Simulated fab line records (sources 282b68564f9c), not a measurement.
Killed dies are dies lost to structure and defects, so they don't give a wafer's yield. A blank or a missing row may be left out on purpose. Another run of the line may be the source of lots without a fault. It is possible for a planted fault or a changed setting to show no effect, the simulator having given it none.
fab line records ; flow ritCmos
record lots=5; wafers=15; lastDay=5
route steps=202 shown PWELL@49 WELLDRIVE@50 NWELL@51 NRETRO@53
lots that met no fault: taken from a fault-free run of the same line
startH: hours from the record's opening day to when the first of the lot's shown wafers began ; waitH: hours from the lot's prior step to this one ; " repeats the value in the row above ; L1.1+2: a row that stands for several wafers ; - value missing, or start not given ; * or withheld: withheld ; < > ~ a bound
route shown NAME@n: names a module that has steps shown in the file, with the first one's number in the route ; usual: mean/standard deviation of fault-free wafers ; same: alike in all rows ; chamber/n: place in a boat ; sites: readings site by site ; _std_site: how widely they spread, as a standard deviation ; _edge_site: outer sites' mean less inner sites' ; radiusMm: how far each site lies from the wafer's centre ; mask NAME#n: copy n ; behind: the tool/chamber that last shaped the wafer ; hold: why the lot was held/for how many hours/how that ended ; device: transistor that didn't switch, given as n, p or np ; end of line: tests of these same wafers at the route's end ; a step given without rows: its recipe and nothing more ; killed: count of dies lost to structure and defects at first sort (not the wafer's yield) ; map: a wafer's dies, x killed, . not, _ none there
set.NAME: setting as actually run; set.NAME@STEP: the setting as run at that earlier step ; model.NAME: the simulator's own value behind a step, which no gauge read
lots seen at some steps along the route; tables by step, rows by wafer
services: the hour from which a tool's chamber was out of use, counted from the record's first day as startH (under 0 if before that day), plus the number of hours and why
## steps
# step RIT_PWELL_TW_MEAS_10
# usual PWELL_TW=951/7
lot.wafer;tool;chamber;startH;waitH;PWELL_TW
L075.1;filmMetro-03;-;27.50;0.1;948
L075.2;filmMetro-03;-;27.50;0.1;944
L075.5;filmMetro-03;-;27.50;0.1;947
L078.1;filmMetro-03;-;44.23;0.1;942
L078.3;filmMetro-03;-;44.23;0.1;945
L078.6;filmMetro-03;-;44.23;0.1;944
L081.2;filmMetro-03;-;58.23;0.1;952
L081.3;filmMetro-03;-;58.23;0.1;951
L081.4;filmMetro-03;-;58.23;0.1;950
L086.1;filmMetro-01;-;82.54;0.1;966
L086.2;filmMetro-01;-;82.54;0.1;967
L086.6;filmMetro-01;-;82.54;0.1;968
L088.3;filmMetro-04;-;93.67;0.1;948
L088.4;filmMetro-04;-;93.67;0.1;945
L088.5;filmMetro-04;-;93.67;0.1;946
# step RIT_WELLDRIVE_ANNEAL_00
# recipe tempC=1100; timeS=14700; ambient=N2
# usual tubeCenterTempC=1100/0.096
lot.wafer;tool;chamber;startH;waitH;tubeCenterTempC
L075.1;furnace-02;0;27.56;0.1;1100
L075.2;furnace-02;0;27.56;0.1;1099.9
L075.5;furnace-02;0;27.56;0.1;1100.1
L078.1;furnace-01;0;44.29;0.1;1100
L078.3;furnace-01;0;44.29;0.1;1100.2
L078.6;furnace-01;0;44.29;0.1;1100
L081.2;furnace-02;0;58.28;0.0;1100.1
L081.3;furnace-02;0;58.28;0.0;1099.9
L081.4;furnace-02;0;58.28;0.0;1100.1
L086.1;furnace-04;0;82.60;0.1;1099.9
L086.2;furnace-04;0;82.60;0.1;1099.9
L086.6;furnace-04;0;82.60;0.1;1100
L088.3;furnace-04;0;93.71;0.0;1100.1
L088.4;furnace-04;0;93.71;0.0;1100
L088.5;furnace-04;0;93.71;0.0;1099.9
# step RIT_WELLDRIVE_RS_MEAS_01
# recipe thkMeasGauge=four-point-probe
# usual NWELL_RS=275.8/0.86
lot.wafer;tool;chamber;startH;waitH;NWELL_RS[ohm/sq]
L075.1;filmMetro-01;-;32.65;0.0;274.9
L075.2;filmMetro-01;-;32.65;0.0;275.3
L075.5;filmMetro-01;-;32.65;0.0;274.8
L078.1;filmMetro-01;-;49.37;0.0;275.9
L078.3;filmMetro-01;-;49.37;0.0;276.0
L078.6;filmMetro-01;-;49.37;0.0;275.5
L081.2;filmMetro-04;-;63.38;0.0;275.6
L081.3;filmMetro-04;-;63.38;0.0;275.1
L081.4;filmMetro-04;-;63.38;0.0;274.9
L086.1;filmMetro-03;-;87.68;0.0;276.5
L086.2;filmMetro-03;-;87.68;0.0;276.5
L086.6;filmMetro-03;-;87.68;0.0;276.5
L088.3;filmMetro-03;-;98.83;0.0;274.1
L088.4;filmMetro-03;-;98.83;0.0;274.5
L088.5;filmMetro-03;-;98.83;0.0;273.9
# step RIT_WELLDRIVE_RS_MEAS_02
# recipe thkMeasGauge=four-point-probe
# usual PWELL_RS=430.7/1.2
lot.wafer;tool;chamber;startH;waitH;PWELL_RS[ohm/sq]
L075.1;filmMetro-01;-;32.77;0.1;431.7
L075.2;filmMetro-01;-;32.77;0.1;433.6
L075.5;filmMetro-01;-;32.77;0.1;431.8
L078.1;filmMetro-01;-;49.49;0.1;433.3
L078.3;filmMetro-01;-;49.49;0.1;430.3
L078.6;filmMetro-01;-;49.49;0.1;432.1
L081.2;filmMetro-04;-;63.50;0.1;431.1
L081.3;filmMetro-04;-;63.50;0.1;431.4
L081.4;filmMetro-04;-;63.50;0.1;430.4
L086.1;filmMetro-03;-;87.80;0.1;431.4
L086.2;filmMetro-03;-;87.80;0.1;431.1
L086.6;filmMetro-03;-;87.80;0.1;431.4
L088.3;filmMetro-03;-;98.95;0.1;430.1
L088.4;filmMetro-03;-;98.95;0.1;428.4
L088.5;filmMetro-03;-;98.95;0.1;429.1
# step RIT_NRETRO_HMDS_00
# recipe primeTimeS=60; primeTempC=140
# usual chillPlateTempC=23.02/0.11; exhaustPa=44.7/0.8
lot.wafer;tool;chamber;startH;waitH;chillPlateTempC;exhaustPa
L075.1;lithoTrack-01;0;32.89;0.1;23.03;45.5
L075.2;lithoTrack-01;0;32.89;0.1;23.04;46.2
L075.5;lithoTrack-01;0;32.89;0.1;22.96;45.9
L078.1;lithoTrack-02;0;49.61;0.1;23.03;44.4
L078.3;lithoTrack-02;0;49.61;0.1;22.96;44.7
L078.6;lithoTrack-02;0;49.61;0.1;23.23;44.3
L081.2;lithoTrack-01;0;63.63;0.1;23.09;45.4
L081.3;lithoTrack-01;0;63.63;0.1;23.07;45.3
L081.4;lithoTrack-01;0;63.63;0.1;23.01;44.5
L086.1;lithoTrack-01;0;87.92;0.1;22.93;43.6
L086.2;lithoTrack-01;0;87.92;0.1;22.99;43.5
L086.6;lithoTrack-01;0;87.92;0.1;23.22;43.9
L088.3;lithoTrack-04;0;99.08;0.1;22.88;45.3
L088.4;lithoTrack-04;0;99.08;0.1;23.07;46.1
L088.5;lithoTrack-04;0;99.08;0.1;22.99;45.6
# step RIT_NRETRO_COAT_01
# recipe resist=NOVOLAK; spinRpm=2000; resistThkNm=1300
# usual chillPlateTempC=23.02/0.11; exhaustPa=44.9/0.9
lot.wafer;tool;chamber;startH;waitH;chillPlateTempC;exhaustPa
L075.1;lithoTrack-01;0;33.04;0.1;22.89;46.7
L075.2;lithoTrack-01;0;33.04;0.1;22.92;46.0
L075.5;lithoTrack-01;0;33.04;0.1;22.87;45.1
L078.1;lithoTrack-02;0;49.76;0.1;22.84;44.8
L078.3;lithoTrack-02;0;49.76;0.1;23.01;44.6
L078.6;lithoTrack-02;0;49.76;0.1;22.89;44.8
L081.2;lithoTrack-01;0;63.78;0.1;23.08;45.8
L081.3;lithoTrack-01;0;63.78;0.1;23.14;45.4
L081.4;lithoTrack-01;0;63.78;0.1;23.07;44.8
L086.1;lithoTrack-01;0;88.07;0.1;23.06;45.0
L086.2;lithoTrack-01;0;88.07;0.1;23.21;45.0
L086.6;lithoTrack-01;0;88.07;0.1;23.19;45.0
L088.3;lithoTrack-04;0;99.23;0.1;22.88;46.7
L088.4;lithoTrack-04;0;99.23;0.1;23.05;44.5
L088.5;lithoTrack-04;0;99.23;0.1;22.83;45.8
# step RIT_NRETRO_SOFTBAKE_02
# recipe resist=NOVOLAK; tempC=90; timeS=60
# usual chillPlateTempC=23.01/0.11; exhaustPa=45.0/0.89
lot.wafer;tool;chamber;startH;waitH;chillPlateTempC;exhaustPa
L075.1;lithoTrack-01;0;33.19;0.1;22.91;45.2
L075.2;lithoTrack-01;0;33.19;0.1;23.04;45.7
L075.5;lithoTrack-01;0;33.19;0.1;23.21;45.8
L078.1;lithoTrack-02;0;49.91;0.1;23.06;45.9
L078.3;lithoTrack-02;0;49.91;0.1;22.87;44.4
L078.6;lithoTrack-02;0;49.91;0.1;22.95;45.3
L081.2;lithoTrack-01;0;63.93;0.1;23.10;44.0
L081.3;lithoTrack-01;0;63.93;0.1;23.12;44.3
L081.4;lithoTrack-01;0;63.93;0.1;23.11;44.1
L086.1;lithoTrack-01;0;88.22;0.1;23.04;45.8
L086.2;lithoTrack-01;0;88.22;0.1;22.93;44.8
L086.6;lithoTrack-01;0;88.22;0.1;23.18;44.3
L088.3;lithoTrack-04;0;99.38;0.1;23.10;45.2
L088.4;lithoTrack-04;0;99.38;0.1;23.05;45.3
L088.5;lithoTrack-04;0;99.38;0.1;23.09;45.9
# step RIT_NRETRO_EXPOSE_03
# recipe maskId=M4; na=0.57; targetCdNm=43900; doseMj=250
# usual stageVelMmS=500.00/0.26
lot.wafer;tool;chamber;startH;waitH;mask;stageVelMmS
L075.1;ilineStepper-01;0;33.34;0.1;M4#0;500.43
L075.2;ilineStepper-01;0;33.34;0.1;M4#0;500.22
L075.5;ilineStepper-01;0;33.34;0.1;M4#0;500.16
L078.1;ilineStepper-02;0;50.06;0.1;M4#0;500.24
L078.3;ilineStepper-02;0;50.06;0.1;M4#0;500.21
L078.6;ilineStepper-02;0;50.06;0.1;M4#0;500.01
L081.2;ilineStepper-01;0;64.07;0.1;M4#0;499.53
L081.3;ilineStepper-01;0;64.07;0.1;M4#0;500.10
L081.4;ilineStepper-01;0;64.07;0.1;M4#0;499.78
L086.1;ilineStepper-02;0;88.50;0.2;M4#0;499.95
L086.2;ilineStepper-02;0;88.50;0.2;M4#0;500.27
L086.6;ilineStepper-02;0;88.50;0.2;M4#0;499.67
L088.3;ilineStepper-01;0;99.52;0.1;M4#0;500.14
L088.4;ilineStepper-01;0;99.52;0.1;M4#0;499.73
L088.5;ilineStepper-01;0;99.52;0.1;M4#0;500.11
# step RIT_NRETRO_PEB_04
# recipe resist=NOVOLAK; tempC=withheld; timeS=withheld
# usual chillPlateTempC=*; exhaustPa=45.1/0.87
lot.wafer;tool;chamber;startH;waitH;chillPlateTempC;exhaustPa
L075.1;lithoTrack-02;0;33.48;0.1;*;44.0
L075.2;lithoTrack-02;0;33.48;0.1;*;43.0
L075.5;lithoTrack-02;0;33.48;0.1;*;45.1
L078.1;lithoTrack-04;0;50.18;0.1;*;44.3
L078.3;lithoTrack-04;0;50.18;0.1;*;44.8
L078.6;lithoTrack-04;0;50.18;0.1;*;44.9
L081.2;lithoTrack-01;0;64.20;0.1;*;44.8
L081.3;lithoTrack-01;0;64.20;0.1;*;44.5
L081.4;lithoTrack-01;0;64.20;0.1;*;45.1
L086.1;lithoTrack-01;0;88.79;0.3;*;45.7
L086.2;lithoTrack-01;0;88.79;0.3;*;46.1
L086.6;lithoTrack-01;0;88.79;0.3;*;46.1
L088.3;lithoTrack-01;0;99.65;0.1;*;45.4
L088.4;lithoTrack-01;0;99.65;0.1;*;45.9
L088.5;lithoTrack-01;0;99.65;0.1;*;45.9
# step RIT_NRETRO_DEVELOP_05
# recipe resist=NOVOLAK; developTimeS=68; devTempC=23
# usual chillPlateTempC=23.00/0.1; exhaustPa=45.1/0.89
lot.wafer;tool;chamber;startH;waitH;chillPlateTempC;exhaustPa
L075.1;lithoTrack-02;0;-;-;22.90;45.9
L075.2;lithoTrack-02;0;-;-;22.96;46.5
L075.5;lithoTrack-02;0;-;-;22.99;44.5
L078.1;lithoTrack-04;0;-;-;22.84;44.0
L078.3;lithoTrack-04;0;-;-;22.98;42.9
L078.6;lithoTrack-04;0;-;-;23.06;45.0
L081.2;lithoTrack-01;0;-;-;23.03;44.3
L081.3;lithoTrack-01;0;-;-;23.03;44.6
L081.4;lithoTrack-01;0;-;-;22.88;45.6
L086.1;lithoTrack-01;0;-;-;23.18;45.5
L086.2;lithoTrack-01;0;-;-;23.13;44.9
L086.6;lithoTrack-01;0;-;-;22.94;44.6
L088.3;lithoTrack-01;0;-;-;22.90;44.3
L088.4;lithoTrack-01;0;-;-;22.88;43.7
L088.5;lithoTrack-01;0;-;-;22.96;43.8
# step RIT_NRETRO_OVL_MEAS_06
# usual NRETRO_OVL=0.5/1.3
lot.wafer;tool;chamber;startH;waitH;NRETRO_OVL[nm]
L075.1;overlay-02;-;33.79;-;-0.6
L075.2;overlay-02;-;33.79;-;-2.0
L075.5;overlay-02;-;33.79;-;0.5
L078.1;overlay-01;-;50.49;-;1.5
L078.3;overlay-01;-;50.49;-;1.6
L078.6;overlay-01;-;50.49;-;2.3
L081.2;overlay-01;-;64.49;-;-0.3
L081.3;overlay-01;-;64.49;-;-0.4
L081.4;overlay-01;-;64.49;-;-0.4
L086.1;overlay-02;-;89.11;-;1.5
L086.2;overlay-02;-;89.11;-;0.8
L086.6;overlay-02;-;89.11;-;3.3
L088.3;overlay-01;-;99.93;-;-0.2
L088.4;overlay-01;-;99.93;-;-1.7
L088.5;overlay-01;-;99.93;-;-1.1
# step RIT_NRETRO_HARDBAKE_07
# recipe resist=NOVOLAK; tempC=140; timeS=120
# usual chillPlateTempC=23.01/0.12; exhaustPa=44.7/0.89
lot.wafer;tool;chamber;startH;waitH;chillPlateTempC;exhaustPa
L075.1;lithoTrack-04;0;33.82;0.0;23.16;43.8
L075.2;lithoTrack-04;0;33.82;0.0;23.18;43.7
L075.5;lithoTrack-04;0;33.82;0.0;23.16;45.3
L078.1;lithoTrack-01;0;50.53;0.0;22.96;44.1
L078.3;lithoTrack-01;0;50.53;0.0;23.05;45.1
L078.6;lithoTrack-01;0;50.53;0.0;23.03;44.6
L081.2;lithoTrack-04;0;64.56;0.1;23.03;44.3
L081.3;lithoTrack-04;0;64.56;0.1;23.10;45.7
L081.4;lithoTrack-04;0;64.56;0.1;23.02;45.8
L086.1;lithoTrack-01;0;89.14;0.0;23.07;44.6
L086.2;lithoTrack-01;0;89.14;0.0;22.91;44.5
L086.6;lithoTrack-01;0;89.14;0.0;22.94;44.6
L088.3;lithoTrack-02;0;100.03;0.1;23.15;44.8
L088.4;lithoTrack-02;0;100.03;0.1;22.84;43.9
L088.5;lithoTrack-02;0;100.03;0.1;22.97;44.6
# step RIT_NRETRO_IMPLANT_08
# recipe species=P; energyKev=70; doseCm2=1.015e+13; tiltDeg=7
lot.wafer;tool;chamber;startH;waitH
L075.1+2+5;implanter-04;0;34.07;0.2
L078.1+3+6;implanter-03;0;50.78;0.2
L081.2+3+4;implanter-04;0;64.79;0.2
L086.1+2+6;implanter-04;0;89.39;0.2
L088.3+4+5;implanter-03;0;100.25;0.2
# step RIT_NRETRO_STRIP_09
# recipe chemistry=O2; timeS=180; resist=NOVOLAK; platenTempC=withheld; powerW=500; pressureMtorr=4000; o2FlowSccm=4000
# usual drypumpMotorCurrentA=5.5/0.39
lot.wafer;tool;chamber;startH;waitH;drypumpMotorCurrentA;rfHoursCounterH
L075.1;plasmaAsher-03;0;34.22;0.1;5.5;39
L075.2;plasmaAsher-03;1;34.22;0.1;6.0;39
L075.5;plasmaAsher-03;0;34.22;0.1;5.5;-
L078.1;plasmaAsher-03;0;50.93;0.1;5.5;41
L078.3;plasmaAsher-03;1;50.93;0.1;6.0;-
L078.6;plasmaAsher-03;1;50.93;0.1;6.0;-
L081.2;plasmaAsher-04;1;64.92;0.1;5.0;42
L081.3;plasmaAsher-04;0;64.92;0.1;5.4;-
L081.4;plasmaAsher-04;1;64.92;0.1;5.0;-
L086.1;plasmaAsher-03;1;89.54;0.1;6.0;45
L086.2;plasmaAsher-03;0;89.54;0.1;5.5;45
L086.6;plasmaAsher-03;1;89.54;0.1;6.0;-
L088.3;plasmaAsher-01;0;100.41;0.1;6.3;-
L088.4;plasmaAsher-01;1;100.41;0.1;5.2;-
L088.5;plasmaAsher-01;0;100.41;0.1;6.2;-
# step RIT_NRETRO_TW_MEAS_10
# usual NRETRO_TW=1060/5.6
lot.wafer;tool;chamber;startH;waitH;NRETRO_TW
L075.1;filmMetro-02;-;34.40;0.1;1061
L075.2;filmMetro-02;-;34.40;0.1;1067
L075.5;filmMetro-02;-;34.40;0.1;1065
L078.1;filmMetro-02;-;51.10;0.1;1057
L078.3;filmMetro-02;-;51.10;0.1;1054
L078.6;filmMetro-02;-;51.10;0.1;1054
L081.2;filmMetro-04;-;65.10;0.1;1065
L081.3;filmMetro-04;-;65.10;0.1;1065
L081.4;filmMetro-04;-;65.10;0.1;1066
L086.1;filmMetro-02;-;89.72;0.1;1061
L086.2;filmMetro-02;-;89.72;0.1;1062
L086.6;filmMetro-02;-;89.72;0.1;1063
L088.3;filmMetro-04;-;100.54;0.1;1057
L088.4;filmMetro-04;-;100.54;0.1;1058
L088.5;filmMetro-04;-;100.54;0.1;1069
## services
tool;chamber;startH;hours;kind
ilineStepper-01;-;16.77;1.8;repair
implanter-03;-;21.82;3.8;pm
ilineStepper-02;-;23.72;1.7;pm
furnace-02;-;35.53;3.6;pm
ilineStepper-01;-;75.45;5.2;repair
ilineStepper-02;0;76.45;-;calibration
furnace-04;-;98.79;4.0;pm
## key
fault none
